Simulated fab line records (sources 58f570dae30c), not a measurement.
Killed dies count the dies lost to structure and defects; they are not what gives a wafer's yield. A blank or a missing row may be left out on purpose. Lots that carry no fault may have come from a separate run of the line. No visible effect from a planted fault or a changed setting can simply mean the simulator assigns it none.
One fault through the eyes of 2 desks + flow berkeley-cmos170 + each desk has only its own numbers; what lay behind them comes last

## METROLOGY DESK
Lot by lot, what the gauges showed, no matter which tool ran the lot: averages of those sampled wafers that carry a number. The brackets show how far a lot's mean lies from the usual mean; more than 4 standard deviations puts the lot out of limits, marked OUT.
Columns: A = WELLDRIVE_OXIDE_THK at UCB170_WELLDRIVE_THK_MEAS_02, usual 200 nm; B = NVT_OVL at UCB170_NVT_OVL_MEAS_06, usual 1 nm
| lot  | first seen here | A   | B   |
|------|-----------------|-----|-----|
| L146 | day 3 18:22     | 197 | 3   |
| L147 | day 3 18:23     | 202 | 2   |
| L149 | day 4 08:23     | 203 | -12 |
| L150 | day 4 08:25     | 202 | 11  |
| L151 | day 4 13:50     | 194 | -3  |
| L154 | day 5 05:35     | 199 | -4  |
| L153 | day 5 05:37     | 199 | -1  |
| L155 | day 5 21:27     | 202 | 1   |
| L157 | day 6 00:57     | 197 | 6   |
| L162 | day 7 03:05     | 198 | 7   |
| L164 | day 7 03:05     | 197 | -9  |
| L165 | day 7 15:46     | 205 | 4   |
| L168 | day 8 03:22     | 205 | -2  |
| L166 | day 8 03:22     | 207 | -1  |
This desk's verdict: no lot among the 14 shows anything out of limits.

## DESK OF THE TOOL OWNER: litho-track-02
The tool's own readings at UCB170_NVT_SOFTBAKE_02 (time 60 s): means of the sampled wafers that have a number, for each lot that ran on this tool. The brackets show how far a lot's mean lies from the usual mean; more than 4 standard deviations puts the lot out of limits, marked OUT.
Columns: A = chill-plate-temp-C at UCB170_NVT_SOFTBAKE_02, usual 22.98 C; B = heater-power-total-W at UCB170_NVT_SOFTBAKE_02, usual 56.80 W; C = plate-temp-C at UCB170_NVT_SOFTBAKE_02, usual 130.02 C; D = resist-line-temp-C at UCB170_NVT_SOFTBAKE_02, usual 22.99 C
| lot  | first seen here | A     | B               | C                | D     |
|------|-----------------|-------|-----------------|------------------|-------|
| L147 | day 5 13:29     | 23.11 | 56.83           | 130.06           | 22.95 |
| L149 | day 6 11:28     | 22.89 | 56.81           | 130.07           | 22.98 |
| L151 | day 6 14:32     | 22.93 | 56.76           | 129.95           | 23.06 |
| L153 | day 7 12:38     | 23.02 | 56.80           | 129.87           | 22.87 |
| L155 | day 8 06:11     | 23.03 | 56.80           | 130.04           | 23.10 |
| L157 | day 8 06:38     | 22.83 | 53.24 (-81) OUT | 123.74 (-52) OUT | 22.78 |
| L162 | day 8 22:52     | 22.79 | 53.24 (-81) OUT | 123.64 (-53) OUT | 23.04 |
This desk's finding: out of limits on L157, L162; first on L157, day 8 06:38 (heater-power-total-W at UCB170_NVT_SOFTBAKE_02). L147, L149, L151, L153, L155: within limits.

## BROUGHT TOGETHER
On L157, L162, at day 8 06:38, an alarm was possible from the tool owner's desk.
Metrology desk: nothing out of limits seen.
The metrology desk holds a record of L157, L162, inside its limits.
All the named lots went through UCB170_NVT_SOFTBAKE_02 on litho-track-02.

## WHAT WAS PUT IN BY THE SIMULATOR
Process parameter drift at UCB170_NVT_SOFTBAKE_02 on litho-track-02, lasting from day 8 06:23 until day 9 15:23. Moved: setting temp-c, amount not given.
Struck lots among those shown: L157, L162.
Time in hours from fault onset to the first out-of-limits reading at each desk: the tool owner's desk, 0.
